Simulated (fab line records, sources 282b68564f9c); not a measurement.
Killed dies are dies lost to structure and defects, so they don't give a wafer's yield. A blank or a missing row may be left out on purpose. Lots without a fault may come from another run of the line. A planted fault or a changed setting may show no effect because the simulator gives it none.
Split-lot experiment | flow rit_cmos | 5 lots, 23 wafers read, on a route of 202 steps

THE SPLIT
At RIT_NSD_IMPLANT_08, the setting energy_kev was moved away from the recipe's 25 on 9 of the 23 wafers read, by -1.9% to +2.7%. The other wafers ran this setting at the recipe's value.

The reading is taken at the split's own step.

THE READING
implant.drp_nm (the simulator's own value, which no gauge read), in nm, at RIT_NSD_IMPLANT_08. The file gives no usual value for it.

wafer  | tool, chamber at the split | energy_kev as run | against the recipe | implant.drp_nm, nm | against lot-mates on the recipe
L074.1 | implanter-04, 0            | 25.64             | +2.6%              | 15.07              | +0.23
L074.4 | implanter-04, 0            | 25.64             | +2.6%              | 15.07              | +0.23
L074.2 | implanter-04, 0            | 25                | recipe             | 14.84              | -
L074.3 | implanter-04, 0            | 25                | recipe             | 14.84              | -
L074.5 | implanter-04, 0            | 25                | recipe             | 14.84              | -
L078.1 | implanter-02, 0            | 25                | recipe             | 14.84              | -
L078.2 | implanter-02, 0            | 25                | recipe             | 14.84              | -
L078.3 | implanter-02, 0            | 25                | recipe             | 14.84              | -
L078.5 | implanter-02, 0            | 25.55             | +2.2%              | 15.03              | +0.19
L078.6 | implanter-02, 0            | 25.55             | +2.2%              | 15.03              | +0.19
L079.2 | implanter-04, 0            | 24.52             | -1.9%              | 14.66              | -0.18
L079.5 | implanter-04, 0            | 24.52             | -1.9%              | 14.66              | -0.18
L079.6 | implanter-04, 0            | 24.52             | -1.9%              | 14.66              | -0.18
L079.3 | implanter-04, 0            | 25                | recipe             | 14.84              | -
L079.4 | implanter-04, 0            | 25                | recipe             | 14.84              | -
L084.1 | implanter-04, 0            | 25                | recipe             | 14.84              | -
L084.2 | implanter-04, 0            | 25                | recipe             | 14.84              | -
L084.5 | implanter-04, 0            | 25                | recipe             | 14.84              | -
L084.3 | implanter-04, 0            | 25.67             | +2.7%              | 15.08              | +0.24
L084.6 | implanter-04, 0            | 25.67             | +2.7%              | 15.08              | +0.24
L085.2 | implanter-02, 0            | 25                | recipe             | 14.84              | -
L085.4 | implanter-02, 0            | 25                | recipe             | 14.84              | -
L085.5 | implanter-02, 0            | 25                | recipe             | 14.84              | -

THE FIT
A straight line over all 23 wafers: implant.drp_nm changes by +0.0903 nm for each +1% of energy_kev; r = +1.00; the points scatter about the line by 0.0032 nm.
The same after taking each lot's own level away (the mean of its wafers on the recipe; 23 wafers): +0.0903 nm for each +1%; r = +1.00; scatter 0.0032 nm.
On that fit, the largest move of energy_kev shifts the reading by 0.24 nm.
The lots' own levels span 14.840 to 14.840 nm.
So the lot-to-lot level changes the slope little: the two slopes agree.
Check: with one of the wafers moved furthest among these (+2.7%) left out of the fit, the line predicts +0.24 nm for it against its lot-mates. It came out at +0.24 nm against them.

OTHER SPLITS ON THESE WAFERS
These wafers also went through other splits before the reading. Each is held against what the fit with the lots' levels taken away leaves over:
other split on the same wafers | wafers away from the commonest value | r with implant.drp_nm (lot level and that fit taken away)
RIT_PLDD_IMPLANT_08 dose_cm2   | 8                                    | +0.12
RIT_SPACER_CVD_03 temp_c       | 5                                    | -0.28

THE FILE'S OWN FIT
implant.drp_nm changes by +0.0892 nm for each +1% of energy_kev, r = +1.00.
